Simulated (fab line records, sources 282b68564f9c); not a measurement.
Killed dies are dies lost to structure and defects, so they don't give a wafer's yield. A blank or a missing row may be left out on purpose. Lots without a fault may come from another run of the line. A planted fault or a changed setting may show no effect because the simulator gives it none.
fab line records | flow rit_cmos
record lots=6 wafers=18 last_day=7
route steps=202 shown SDANNEAL@156 PSD@157 NSD@158 PLDD@159 NLDD@160 SILICIDE@161 CONTACT@168 M1@202
lots that met no fault: from a run of the same line without faults
start_h: hours from the record's first day to the start of the lot's first wafer shown | wait_h: hours since the lot's step before | " the same as in the row above | L1.1+2: a row that stands for several wafers | - no value, or no start given | * or withheld: withheld | < > ~ a bound
route shown NAME@n: a module of which the file shows steps, and the number in the route of the first | usual: mean/standard deviation of fault-free wafers | same: alike in all rows | chamber/n: place in a boat | sites: the reading at each site | _std_site: their standard deviation | _edge_site: outer sites' mean less inner sites' | radius_mm: how far each site lies from the wafer's centre | mask NAME#n: copy n | behind: the tool/chamber that last shaped the wafer | hold: why the lot was held/for how many hours/how that ended | device: the transistor (n, p or np) that didn't switch | end of line: the same wafers' tests at the end of the route | a step without rows: its recipe alone | killed: dies lost to structure and defects at the first sort, not the wafer's yield | map: a wafer's dies, x killed, . not, _ none there
set.NAME: the setting as run; set.NAME@STEP: as run at that earlier step | model.NAME: the simulator's own value behind a step, which no gauge read
lots at some steps of the route; a table a step, a row a wafer
services: from which hour (start_h, from the record's first day; less than 0 if before it) a tool's chamber was out of use, for how many hours, and why
## steps
# step RIT_SDANNEAL_RTA_03
# recipe temp_c=1050 time_s=5 idle_temp_c=600 ramp_up_c_per_s=342 ramp_down_c_per_s=171 cool_to_c=600 ambient=N2
# usual anneal_temp_c_max=1053.5/1.2 wafer_temp_C_max=1053.5/1.1
# columns lot.wafer tool chamber start_h wait_h anneal_temp_c_max wafer_temp_C_max
L681.1 rtp_anneal-01 0 61.49 0.0 1052.8 1052.2
L681.2 " 0 " " 1052.0 1056.5
L681.6 " 0 " " 1052.7 1051.9
L684.2 rtp_anneal-02 0 78.59 0.0 1053.9 1053.1
L684.4 " 0 " " 1055.7 1055.5
L684.6 " 0 " " 1053.4 1053.9
L690.1 rtp_anneal-02 0 100.38 0.0 1054.2 1056.7
L690.2 " 0 " " 1054.6 1052.6
L690.4 " 0 " " 1054.6 1057.5
L693.3 rtp_anneal-01 0 116.16 0.0 1053.0 1052.9
L693.4 " 0 " " 1053.6 1053.1
L693.5 " 0 " " 1052.9 1051.9
L700.2 rtp_anneal-02 0 149.97 0.0 1055.8 1054.1
L700.4 " 0 " " 1054.5 1054.9
L700.5 " 0 " " 1055.4 1053.0
L703.2 rtp_anneal-01 0 164.17 0.0 1053.8 1056.0
L703.3 " 0 " " 1052.2 1052.5
L703.4 " 0 " " 1053.2 1053.4
# step RIT_SDANNEAL_RS_MEAS_04
# recipe thk_meas_gauge=four-point-probe
# usual PSD_RS=115.9/0.32
# columns lot.wafer tool chamber start_h wait_h PSD_RS[ohm/sq]
L681.1 film_metro-01 - 61.55 0.0 116.0
L681.2 " - " " 115.9
L681.6 " - " " 116.3
L684.2 film_metro-02 - 78.66 0.1 115.4
L684.4 " - " " 116.3
L684.6 " - " " 115.9
L690.1 film_metro-01 - 100.44 0.0 115.9
L690.2 " - " " 116.3
L690.4 " - " " 116.1
L693.3 film_metro-01 - 116.24 0.1 115.9
L693.4 " - " " 115.6
L693.5 " - " " 116.0
L700.2 film_metro-01 - 150.04 0.1 115.6
L700.4 " - " " 115.8
L700.5 " - " " 115.8
L703.2 film_metro-02 - 164.29 0.1 115.8
L703.3 " - " " 116.2
L703.4 " - " " 116.2
# step RIT_SDANNEAL_RS_MEAS_05
# recipe thk_meas_gauge=four-point-probe
# usual NSD_RS=84.56/0.23
# columns lot.wafer tool chamber start_h wait_h NSD_RS[ohm/sq]
L681.1 film_metro-01 - 61.67 0.1 84.11
L681.2 " - " " 84.57
L681.6 " - " " 84.36
L684.2 film_metro-02 - 78.78 0.1 84.27
L684.4 " - " " 84.46
L684.6 " - " " 84.40
L690.1 film_metro-01 - 100.56 0.1 84.68
L690.2 " - " " 84.76
L690.4 " - " " 84.86
L693.3 film_metro-01 - 116.36 0.1 84.60
L693.4 " - " " 84.64
L693.5 " - " " 84.86
L700.2 film_metro-01 - 150.16 0.1 84.58
L700.4 " - " " 84.80
L700.5 " - " " 84.30
L703.2 film_metro-02 - 164.41 0.1 84.52
L703.3 " - " " 84.24
L703.4 " - " " 84.67
# step RIT_SDANNEAL_RS_MEAS_06
# recipe thk_meas_gauge=four-point-probe
# usual PLDD_RS=178.6/0.43
# columns lot.wafer tool chamber start_h wait_h PLDD_RS[ohm/sq]
L681.1 film_metro-01 - 61.79 0.1 178.1
L681.2 " - " " 178.2
L681.6 " - " " 177.7
L684.2 film_metro-02 - 78.90 0.1 177.3
L684.4 " - " " 178.7
L684.6 " - " " 178.2
L690.1 film_metro-01 - 100.68 0.1 179.1
L690.2 " - " " 179.4
L690.4 " - " " 178.7
L693.3 film_metro-01 - 116.48 0.1 178.4
L693.4 " - " " 178.5
L693.5 " - " " 178.7
L700.2 film_metro-01 - 150.28 0.1 178.6
L700.4 " - " " 178.4
L700.5 " - " " 178.4
L703.2 film_metro-02 - 164.53 0.1 178.2
L703.3 " - " " 177.9
L703.4 " - " " 178.5
# step RIT_SDANNEAL_RS_MEAS_07
# recipe thk_meas_gauge=four-point-probe
# usual NLDD_RS=151.6/0.53
# columns lot.wafer tool chamber start_h wait_h NLDD_RS[ohm/sq]
L681.1 film_metro-01 - 61.91 0.1 151.9
L681.2 " - " " 152.0
L681.6 " - " " 151.9
L684.2 film_metro-02 - 79.02 0.1 151.7
L684.4 " - " " 151.5
L684.6 " - " " 152.5
L690.1 film_metro-01 - 100.80 0.1 151.0
L690.2 " - " " 150.6
L690.4 " - " " 150.8
L693.3 film_metro-01 - 116.60 0.1 151.3
L693.4 " - " " 152.5
L693.5 " - " " 152.2
L700.2 film_metro-01 - 150.40 0.1 151.2
L700.4 " - " " 151.1
L700.5 " - " " 151.3
L703.2 film_metro-02 - 164.65 0.1 151.4
L703.3 " - " " 151.6
L703.4 " - " " 151.2
# step RIT_SILICIDE_WET_ETCH_00
# recipe chemistry=BOE target=SiO2 target_depth_nm=14 time_s=15 dry=n2_spin dilution=10:1 temp_c=21.5
# step RIT_SILICIDE_SPUTTER_01
# recipe material=Ti target_thk_nm=30 power_w=350 chamber_pressure_pa=0.667 gas=Ar time_s=240 substrate_temp_c=25
# usual throttle_valve_pct=30.2/0.96
# columns lot.wafer tool chamber start_h wait_h throttle_valve_pct
L681.1 pvd_sputter-01 - 62.04 0.0 30.9
L681.2 " - " " 31.5
L681.6 " - " " 30.1
L684.2 pvd_sputter-02 - 79.13 0.0 28.6
L684.4 " - " " 31.9
L684.6 " - " " 28.6
L690.1 pvd_sputter-03 - 100.94 0.0 29.9
L690.2 " - " " 31.0
L690.4 " - " " 29.8
L693.3 pvd_sputter-01 - 116.69 0.0 30.9
L693.4 " - " " 31.3
L693.5 " - " " 29.9
L700.2 pvd_sputter-02 - 150.51 0.0 29.0
L700.4 " - " " 28.6
L700.5 " - " " 29.0
L703.2 pvd_sputter-01 - 164.76 0.0 30.7
L703.3 " - " " 29.8
L703.4 " - " " 29.5
# step RIT_SILICIDE_RS_MEAS_02
# recipe thk_meas_gauge=four-point-probe reads=Ti_of_SILICIDE_SPUTTER_01
# usual SILICIDE_TI_RS=47.9/0.79
# columns lot.wafer tool chamber start_h wait_h SILICIDE_TI_RS[ohm/sq]
L681.1 film_metro-04 - 62.19 0.1 46.0
L681.2 " - " " 47.6
L681.6 " - " " 46.4
L684.2 film_metro-01 - 79.30 0.1 46.4
L684.4 " - " " 48.3
L684.6 " - " " 46.8
L690.1 film_metro-04 - 101.09 0.1 47.4
L690.2 " - " " 48.1
L690.4 " - " " 48.0
L693.3 film_metro-04 - 116.88 0.1 46.9
L693.4 " - " " 48.8
L693.5 " - " " 47.2
L700.2 film_metro-04 - 150.68 0.1 48.8
L700.4 " - " " 47.2
L700.5 " - " " 48.6
L703.2 film_metro-01 - 164.93 0.1 47.8
L703.3 " - " " 47.6
L703.4 " - " " 48.1
# step RIT_SILICIDE_THK_MEAS_03
# recipe thk_meas_gauge=xrf reads=Ti_of_SILICIDE_SPUTTER_01
# usual SILICIDE_TI_THK=29.8/0.42
# columns lot.wafer tool chamber start_h wait_h SILICIDE_TI_THK[nm]
L681.1 film_metro-04 - 62.31 0.1 30.6
L681.2 " - " " 29.9
L681.6 " - " " 30.6
L684.2 film_metro-01 - 79.41 0.1 30.4
L684.4 " - " " 29.4
L684.6 " - " " 30.2
L690.1 film_metro-04 - 101.21 0.1 29.7
L690.2 " - " " 29.6
L690.4 " - " " 29.5
L693.3 film_metro-04 - 116.98 0.1 30.1
L693.4 " - " " 29.1
L693.5 " - " " 29.8
L700.2 film_metro-04 - 150.79 0.1 29.2
L700.4 " - " " 30.1
L700.5 " - " " 29.4
L703.2 film_metro-01 - 165.04 0.1 29.6
L703.3 " - " " 29.9
L703.4 " - " " 29.6
# step RIT_SILICIDE_RTA_04
# recipe temp_c=650 time_s=10 idle_temp_c=25 ramp_up_s=5 ramp_down_s=5 cool_to_c=25 ambient=N2
# usual anneal_temp_c_max=652.2/0.7 wafer_temp_C_max=653.8/0.74
# columns lot.wafer tool chamber start_h wait_h anneal_temp_c_max wafer_temp_C_max
L681.1 rtp_anneal-02 0 62.37 0.1 653.2 654.1
L681.2 " 0 " " 651.5 653.0
L681.6 " 0 " " 652.9 653.6
L684.2 rtp_anneal-01 0 79.47 0.1 651.4 654.8
L684.4 " 0 " " 651.2 653.8
L684.6 " 0 " " 651.0 654.3
L690.1 rtp_anneal-01 0 101.27 0.1 651.7 655.2
L690.2 " 0 " " 651.1 654.6
L690.4 " 0 " " 651.6 653.6
L693.3 rtp_anneal-02 0 117.05 0.1 652.5 655.0
L693.4 " 0 " " 652.9 654.0
L693.5 " 0 " " 652.4 654.4
L700.2 rtp_anneal-01 0 150.85 0.1 651.8 653.8
L700.4 " 0 " " 651.3 655.1
L700.5 " 0 " " 651.3 653.1
L703.2 rtp_anneal-02 0 165.10 0.1 652.7 654.0
L703.3 " 0 " " 653.0 653.4
L703.4 " 0 " " 653.0 652.7
# step RIT_SILICIDE_WET_ETCH_05
# recipe chemistry=SPM target=Ti temp_c=90 time_s=120 dry=n2_spin
# step RIT_SILICIDE_RTA_06
# recipe temp_c=750 time_s=10 idle_temp_c=25 ramp_up_s=5 ramp_down_s=10 cool_to_c=25 ambient=N2
# usual anneal_temp_c_max=752.6/0.87 wafer_temp_C_max=754.4/0.87
# columns lot.wafer tool chamber start_h wait_h anneal_temp_c_max wafer_temp_C_max
L681.1 rtp_anneal-01 0 62.48 0.0 752.1 756.1
L681.2 " 0 " " 751.3 753.3
L681.6 " 0 " " 752.3 753.4
L684.2 rtp_anneal-02 0 79.58 0.0 753.9 754.5
L684.4 " 0 " " 753.5 754.5
L684.6 " 0 " " 752.5 753.9
L690.1 rtp_anneal-02 0 101.38 0.0 752.4 753.8
L690.2 " 0 " " 754.5 754.4
L690.4 " 0 " " 753.0 754.6
L693.3 rtp_anneal-01 0 117.15 0.0 752.1 753.6
L693.4 " 0 " " 751.7 754.6
L693.5 " 0 " " 751.8 754.3
L700.2 rtp_anneal-02 0 150.96 0.0 753.2 754.1
L700.4 " 0 " " 753.7 753.6
L700.5 " 0 " " 753.3 755.0
L703.2 rtp_anneal-01 0 165.22 0.0 752.8 754.7
L703.3 " 0 " " 752.1 755.6
L703.4 " 0 " " 752.0 755.2
# step RIT_CONTACT_CVD_00
# recipe material=SiO2 target_thk_nm=400 precursor=TEOS temp_c=390 time_s=61 rf_w=400
# usual heater_power_w=330/54 susceptor_temp_C=389.99/0.22
# columns lot.wafer tool chamber start_h wait_h heater_power_w susceptor_temp_C
L681.1 pecvd-04 1 62.55 0.1 322 389.89
L681.2 " 0 " " 266 390.20
L681.6 " 2 " " 364 389.76
L684.2 pecvd-04 2 79.64 0.0 280 389.94
L684.4 " 2 " " 308 390.17
L684.6 " 0 " " 281 390.02
L690.1 pecvd-04 1 101.44 0.1 383 390.11
L690.2 " 2 " " 366 390.17
L690.4 " 0 " " 258 389.99
L693.3 pecvd-04 1 117.20 0.0 311 389.92
L693.4 " 2 " " 293 390.21
L693.5 " 0 " " 264 389.96
L700.2 pecvd-02 0 151.02 0.0 336 390.15
L700.4 " 0 " " 343 389.98
L700.5 " 2 " " 283 389.83
L703.2 pecvd-02 0 165.33 0.1 315 390.55
L703.3 " 1 " " 405 390.10
L703.4 " 0 " " 334 389.84
# step RIT_CONTACT_THK_MEAS_01
# recipe reads=SiO2_of_CONTACT_CVD_00
# usual CONTACT_TEOS_THK=402/6.6
# columns lot.wafer tool chamber start_h wait_h CONTACT_TEOS_THK[nm]
L681.1 film_metro-04 - 62.60 0.0 391
L681.2 " - " " 396
L681.6 " - " " 400
L684.2 film_metro-03 - 79.70 0.0 391
L684.4 " - " " 397
L684.6 " - " " 400
L690.1 film_metro-02 - 101.50 0.0 393
L690.2 " - " " 391
L690.4 " - " " 355
L693.3 film_metro-03 - 117.27 0.0 395
L693.4 " - " " 404
L693.5 " - " " 356
L700.2 film_metro-03 - 151.08 0.0 399
L700.4 " - " " 406
L700.5 " - " " 422
L703.2 film_metro-04 - 165.42 0.1 401
L703.3 " - " " 412
L703.4 " - " " 407
# step RIT_CONTACT_HMDS_02
# recipe prime_time_s=60 prime_temp_c=140
# step RIT_M1_PROBE_99
# usual killed_at_contacts=0.1/0.29 killed_at_front_end=7/3 killed_dies=8/3 killed_open=3.7/2 killed_short=3.8/2.1
# same gross_dies=264 killed_at_M0_to_M3=0 killed_at_M4_up=0 killed_at_back_side=0 killed_at_other=0
# columns lot.wafer tool chamber start_h wait_h killed_at_contacts killed_at_front_end killed_dies killed_open killed_short
L681.1 prober-02 - 70.22 0.1 0 11 11 9 2
L681.2 prober-02 - 70.27 0.1 0 8 8 4 4
L681.6 prober-02 - 70.47 0.2 0 8 8 2 6
L684.2 prober-01 - 86.18 0.1 0 4 4 1 3
L684.4 prober-01 - 86.28 0.2 0 3 3 2 1
L684.6 prober-01 - 86.38 0.2 0 5 5 2 2
L690.1 prober-01 - 108.67 0.1 0 6 6 2 4
L690.2 prober-01 - 108.72 0.1 0 13 13 7 6
L690.4 prober-01 - 108.82 0.2 0 4 4 1 3
L693.3 prober-02 - 123.53 0.2 0 7 7 5 2
L693.4 prober-02 - 123.58 0.2 0 7 7 4 3
L693.5 prober-02 - 123.63 0.2 0 9 9 6 3
L700.2 prober-01 - 157.55 0.1 0 10 10 6 4
L700.4 prober-01 - 157.65 0.2 0 7 7 3 4
L700.5 prober-01 - 157.70 0.2 1 12 13 7 6
L703.2 prober-02 - 171.77 0.1 0 7 7 1 5
L703.3 prober-02 - 171.82 0.2 0 7 7 2 4
L703.4 prober-02 - 171.87 0.2 0 10 10 4 5
# killed by level:class
L681.1 FOX2:geometric_particle:open=4 GATE:geometric_particle:open=4 GATE:geometric_particle:short=1 REOX:geometric_particle:short=1 SILICIDE:geometric_particle:open=1
L681.2 GATE:geometric_particle:open=2 FOX1:geometric_particle:short=1 GATE:geometric_particle:short=1 REOX:geometric_particle:short=1 SPACER:geometric_particle:short=1 SPACER:geometric_particle:open=1 SILICIDE:geometric_particle:open=1
L681.6 FOX1:geometric_particle:short=2 FOX1:geometric_particle:open=1 FOX2:geometric_particle:short=1 GATE:geometric_particle:short=1 REOX:geometric_particle:open=1 SPACER:geometric_particle:short=1 SILICIDE:geometric_particle:short=1
L684.2 SPACER:geometric_particle:short=2 ACTIVE:geometric_particle:open=1 FOX1:geometric_particle:short=1
L684.4 SPACER:geometric_particle:open=2 REOX:geometric_particle:short=1
L684.6 GATE:geometric_particle:open=2 FOX1:geometric_particle:short=1 SPACER:geometric_particle:short=1 NLDD:coat_microbubble_printed=1
L690.1 SILICIDE:geometric_particle:short=3 GATE:geometric_particle:short=1 REOX:geometric_particle:open=1 SILICIDE:geometric_particle:open=1
L690.2 FOX2:geometric_particle:open=2 GATE:geometric_particle:short=2 GATE:geometric_particle:open=2 SILICIDE:geometric_particle:open=2 SILICIDE:geometric_particle:short=2 FOX1:geometric_particle:short=1 REOX:geometric_particle:short=1 REOX:geometric_particle:open=1
L690.4 SPACER:geometric_particle:short=2 FOX1:geometric_particle:open=1 FOX2:geometric_particle:short=1
L693.3 FOX2:geometric_particle:open=2 GATE:geometric_particle:short=2 FOX1:geometric_particle:open=1 GATE:geometric_particle:open=1 SPACER:geometric_particle:open=1
L693.4 GATE:geometric_particle:open=2 FOX1:geometric_particle:open=1 GATE:geometric_particle:short=1 REOX:geometric_particle:short=1 REOX:geometric_particle:open=1 SPACER:geometric_particle:short=1
L693.5 GATE:geometric_particle:open=2 SILICIDE:geometric_particle:open=2 GATE:geometric_particle:short=1 REOX:geometric_particle:short=1 REOX:geometric_particle:open=1 SPACER:geometric_particle:open=1 SILICIDE:geometric_particle:short=1
L700.2 GATE:geometric_particle:short=3 GATE:geometric_particle:open=3 FOX1:geometric_particle:open=1 FOX2:geometric_particle:open=1 SILICIDE:geometric_particle:open=1 SILICIDE:geometric_particle:short=1
L700.4 SILICIDE:geometric_particle:short=2 FOX1:geometric_particle:short=1 GATE:geometric_particle:open=1 REOX:geometric_particle:open=1 REOX:geometric_particle:short=1 SPACER:geometric_particle:open=1
L700.5 FOX1:geometric_particle:short=3 GATE:geometric_particle:short=3 GATE:geometric_particle:open=2 SPACER:geometric_particle:open=2 FOX1:geometric_particle:open=1 SILICIDE:geometric_particle:open=1 CONTACT:geometric_particle:open=1
L703.2 GATE:geometric_particle:short=2 SILICIDE:geometric_particle:short=2 FOX1:geometric_particle:short=1 GATE:geometric_particle:open=1 PRETRO:coat_microbubble_printed=1
L703.3 GATE:geometric_particle:open=2 SPACER:geometric_particle:short=2 GATE:geometric_particle:short=1 SILICIDE:geometric_particle:short=1 PRETRO:coat_microbubble_printed=1
L703.4 SILICIDE:geometric_particle:short=2 FOX2:geometric_particle:short=1 GATE:geometric_particle:short=1 GATE:geometric_particle:open=1 REOX:geometric_particle:open=1 SPACER:geometric_particle:short=1 SPACER:geometric_particle:open=1 SILICIDE:geometric_particle:open=1
## services
# columns tool chamber start_h hours kind
pecvd-02 - 42.49 1.6 repair
pvd_sputter-02 - 60.30 2.8 repair
pecvd-04 - 66.59 2.4 repair
pvd_sputter-02 - 73.40 5.4 repair
pecvd-04 - 98.63 2.8 pm
pecvd-02 0 139.51 4.0 repair
pecvd-02 2 155.84 14.3 repair
## key
first_sign step=RIT_CONTACT_THK_MEAS_01 reading=CONTACT_TEOS_THK direction=down sigmas=7 usual=402 struck=356
effect none on later readings
met_at RIT_CONTACT_CVD_00
struck_wafers L690.4,L693.5
tester_left_out L690,L693
onset_between 79.64 101.44
fault kind=site_profile_drift tool=pecvd-04 chamber=0 onset_h=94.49 steps=RIT_CONTACT_CVD_00 basis=fraction max_abs_drift=0.25534 slope_share_per_hr=127.67 site_pattern=0,0,0,0,0,-1,-1,-1,-1
# tester_left_out: of these lots the tester's yield and bins aren't shown, on N5 and GAA mostly nor the transistor test; their killed dies are dies lost to structure and defects alone, not to doping, threshold or leakage, so they don't give the yield
